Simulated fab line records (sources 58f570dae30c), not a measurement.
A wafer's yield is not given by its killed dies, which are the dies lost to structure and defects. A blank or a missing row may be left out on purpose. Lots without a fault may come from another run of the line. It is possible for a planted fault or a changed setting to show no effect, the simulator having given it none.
The same fault as seen by 2 desks	flow berkeley cmos170	only its own numbers are on each desk; what lay behind them is given at the end

== FROM THE METROLOGY DESK ==
Means of the sampled wafers that have a number, per lot and without regard to the tool the lot ran on: this is what the gauges read. Any lot whose mean is over 4 standard deviations away from the usual mean is out of limits and marked OUT; that distance is given in the brackets.
Columns: A = PSD_TW at UCB170_PSD_TW_MEAS_10, usual 2325
lot	first seen here	A
L834	day 8 07:23	2325
L835	day 8 07:40	2309
L838	day 8 17:26	2364
L836	day 8 17:41	2301
L837	day 8 17:55	2320
L846	day 10 12:37	2297
L841	day 10 12:47	2287
L842	day 10 13:10	2294
L845	day 10 13:25	2355
L848	day 10 13:27	2288
L851	day 11 09:40	2318
L850	day 11 10:07	2356
L852	day 11 20:11	2316
L855	day 12 13:52	2369
Finding of this desk: none of the 14 lots has anything out of limits.

== DESK OF THE TOOL OWNER: plasma asher-01 ==
The tool's own readings at UCB170_V1_STRIP_15 (strips in O2): means of the sampled wafers that have a number, for each lot that ran on this tool. Any lot whose mean is over 4 standard deviations away from the usual mean is out of limits and marked OUT; that distance is given in the brackets.
Columns: A = drypump motor current A at UCB170_V1_STRIP_15, usual 5.7 A; B = oes product au at UCB170_V1_STRIP_15, usual 0.722 a.u.; C = strip time to endpoint s at UCB170_V1_STRIP_15, usual 15.25 s
lot	first seen here	A	B	C
L835	day 8 22:46	6.4	0.722	15.30
L837	day 9 11:12	5.3	0.717	15.37
L841	day 11 09:05	5.7	0.721	15.31
L846	day 11 09:22	5.7	0.722	15.37
L842	day 11 10:18	5.3	0.722	15.41
Finding of this desk: none of the 5 lots has anything out of limits.

== PUT TOGETHER ==
Metrology desk: nothing out of limits seen.
The desk of the tool owner found nothing out of limits.

== WHAT THE SIMULATOR HAD INSERTED ==
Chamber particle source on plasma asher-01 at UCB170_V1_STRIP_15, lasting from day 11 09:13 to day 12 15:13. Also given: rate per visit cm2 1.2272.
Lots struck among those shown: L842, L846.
